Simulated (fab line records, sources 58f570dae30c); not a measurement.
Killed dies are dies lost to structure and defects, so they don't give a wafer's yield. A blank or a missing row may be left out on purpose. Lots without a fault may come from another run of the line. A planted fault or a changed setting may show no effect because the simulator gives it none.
Problem report in the 8D (eight disciplines) form, filled by code | flow berkeley_cmos170 | the parts of the form that need people (team, actions taken, sign-off) are left out

1. THE PROBLEM
PLDD_TW at UCB170_PLDD_TW_MEAS_11 reads a mean of 943 on 6 wafers of 2 lots; wafers without a fault read 1007 with a standard deviation of 8.5. That is -7.6 standard deviations from the usual mean.
First seen on wafer L595.1, day 8 05:03, on film_metro-03. The record holds 42 wafers of 14 lots with a number at this step. Rule for "out", or "out of limits": more than 4 standard deviations from the usual mean. The other wafers with a number count as sound.

2. WHAT IT IS AND WHAT IT IS NOT
question                    | is                     | is not
which readings at this step | PLDD_TW                | -
which lots                  | L595, L600             | L584, L585, L586, L587, L588, L589, L590, L593, L601, L602, L604, L606
which wafers of those lots  | all that have a number | -
read on which gauges        | film_metro-03          | film_metro-01, film_metro-04
when                        | from day 8 05:03       | up to then (24 sound wafers); but 12 sound wafers of L601, L602, L604, L606 came after

3. SUSPECTS, AND WHAT RULES EACH OUT
Counting: a tool at a process step up to the reading stays a suspect if it ran every lot that is out and no sound lot after the first of them.
- the gauge at UCB170_PLDD_TW_MEAS_11: ruled out. All the wafers that are out were read on film_metro-03, but those of them that UCB170_PLDD_IMPLANT_08 has rows for are out there too, on other tools.
- implanter-01 at UCB170_PLDD_IMPLANT_08: kept. It ran every lot that is out, first L595 (day 8 04:39), and no sound lot after that; its last sound lot up to then is L590 (day 6 17:08). Its own readings are out on those wafers: dose_ions_cm2, faraday_current_uA.
Left after counting: implanter-01 at UCB170_PLDD_IMPLANT_08.

4. THE CAUSE (what the simulator had put in)
Process parameter drift: implanter-01, from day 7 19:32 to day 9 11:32, at UCB170_PLDD_IMPLANT_08. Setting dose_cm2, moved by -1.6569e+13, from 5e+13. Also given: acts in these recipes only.
Counting left only this tool.

5. THE CHAIN OF EFFECTS, in route order
Each row: a reading whose mean over the struck wafers that have a number lies more than 3 standard deviations from the usual. Only readings for which the record gives a usual standard deviation are gone through. hours: the time from each lot's start at the first step in this table that gives one to its start at this step, as a median over the lots. sigmas: the change in usual standard deviations.
hours | step                       | reading            | usual         | on struck wafers | change | sigmas
0     | UCB170_PLDD_IMPLANT_08     | dose_ions_cm2      | 5e+13         | 3e+13            | -2e+13 | -99 or more
0     | UCB170_PLDD_IMPLANT_08     | faraday_current_uA | 159           | 106              | -53    | -17
0     | UCB170_PLDD_TW_MEAS_11     | PLDD_TW            | 1007          | 943              | -64    | -7.6
11    | UCB170_SDANNEAL_RS_MEAS_04 | PLDD_RS            | 1030.0 ohm/sq | 1189.8           | +159.8 | +67
The process steps in it:
- UCB170_PLDD_IMPLANT_08

6. WHAT WOULD HAVE CAUGHT IT SOONER
In this record the first reading out of limits at a measuring or inspecting step was taken at day 8 05:03, 10 hours after the fault began at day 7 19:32.
The tool's own readings at UCB170_PLDD_IMPLANT_08 were out on every struck wafer that the step has a row for (dose_ions_cm2, faraday_current_uA): an alarm limit on them would have fired on the first of those.
Of the lots that are out (2), L600 began UCB170_PLDD_IMPLANT_08 on implanter-01 after day 8 05:03. A hold on the tool at that time would have spared it.
